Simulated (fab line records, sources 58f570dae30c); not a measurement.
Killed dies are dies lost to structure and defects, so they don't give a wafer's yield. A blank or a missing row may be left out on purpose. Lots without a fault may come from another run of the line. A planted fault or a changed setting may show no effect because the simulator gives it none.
Chamber matching | flow berkeley_cmos170 | UCB170_M3_ETCH_17 on rie_diel-01: 4 sister chambers
The step etches BARC in N2/H2. 7 wafers are shown with their chamber, then 7 later ones without.

WAFERS WITH THEIR CHAMBER
wafer  | chamber | throttle_valve_pct (%) | oes_product_au (a.u.)
L271.2 | 0       | 13.14                  | 1.015
L274.5 | 3       | 13.43                  | 1.006
L283.2 | 0       | 13.17                  | 1.006
L283.3 | 2       | 13.16                  | 0.970
L283.5 | 3       | 13.41                  | 1.007
L287.1 | 2       | 13.16                  | 0.977
L287.4 | 1       | 13.04                  | 1.025

WAFERS WITHOUT THEIR CHAMBER
wafer  | throttle_valve_pct (%) | oes_product_au (a.u.)
L287.6 | 13.43                  | 1.009
L288.1 | 13.15                  | 0.976
L288.2 | 13.03                  | 1.032
L288.5 | 13.16                  | 0.973
L290.1 | 13.16                  | 1.016
L290.3 | 13.16                  | 0.976
L290.4 | 13.41                  | 1.017

WHICH CHAMBER EACH WENT THROUGH
wafer  | from the rows above | in truth
L287.6 | 3                   | 3
L288.1 | 2                   | 2
L288.2 | 1                   | 1
L288.5 | 2                   | 2
L290.1 | 0                   | 0
L290.3 | 2                   | 2
L290.4 | 3                   | 3
Placed correctly: 7 of 7. Can't be placed from these rows: 0. Placed wrongly: 0.
How it was worked out, from the rows above alone: a wafer's distance from a chamber is the root of the sum, over the readings, of the square of ((its reading less the chamber's mean) divided by the reading's scatter). The wafer belongs to the nearest chamber; if the next one is less than 2 further off, it can't be placed. A chamber's mean is the mean of its shown wafers. The scatter: the root of (the sum of the squares of (reading less its chamber's mean) over the shown wafers, divided by (wafers less chambers)).
